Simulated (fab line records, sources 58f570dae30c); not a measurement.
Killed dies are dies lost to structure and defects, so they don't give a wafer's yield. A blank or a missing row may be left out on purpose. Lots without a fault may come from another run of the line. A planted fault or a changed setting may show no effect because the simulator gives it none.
Chamber matching | flow berkeley_cmos170 | UCB170_SPACER_CVD_00 on pecvd-01: 3 sister chambers
The step deposits SiO2 from TEOS/O2, target thk 376 nm, time 47 s. 14 wafers are shown with their chamber, then 7 later ones without.

WAFERS WITH THEIR CHAMBER
wafer  | chamber | heater_power_w (W)
L583.3 | 1       | 260
L583.5 | 0       | 308
L583.6 | 2       | 301
L588.1 | 1       | 266
L588.3 | 2       | 222
L588.6 | 1       | 285
L585.4 | 0       | 324
L585.5 | 1       | 280
L585.6 | 2       | 272
L590.2 | 0       | 351
L590.3 | 1       | 258
L590.6 | 0       | 360
L594.2 | 2       | 279
L594.4 | 1       | 308

SIGNATURES (means of the wafers above)
reading        | chamber 0 | chamber 1 | chamber 2 | scatter within a chamber
heater_power_w | 335.75    | 276.17    | 268.50    | 25
Rule: a wafer's distance from a chamber is the root of the sum, over the readings, of the square of ((its reading less the chamber's mean) divided by the reading's scatter). The wafer belongs to the nearest chamber; if the next one is less than 2 further off, it can't be placed. The scatter: the root of (the sum of the squares of (reading less its chamber's mean) over the shown wafers, divided by (wafers less chambers)).

WAFERS WITHOUT THEIR CHAMBER
wafer  | heater_power_w (W)
L594.6 | 337
L595.2 | 211
L595.3 | 250
L595.6 | 349
L597.2 | 284
L597.5 | 267
L597.6 | 349

WHICH CHAMBER EACH WENT THROUGH
wafer  | from the rows above          | in truth
L594.6 | 0                            | 0
L595.2 | can't be placed: 2 or 1      | 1
L595.3 | can't be placed: 2 or 1      | 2
L595.6 | 0                            | 0
L597.2 | can't be placed: 1 or 2 or 0 | 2
L597.5 | can't be placed: 2 or 1      | 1
L597.6 | 0                            | 0
Placed correctly: 3 of 7. Can't be placed from these rows: 4 (the true chamber is among the candidates in 4). Placed wrongly: 0.
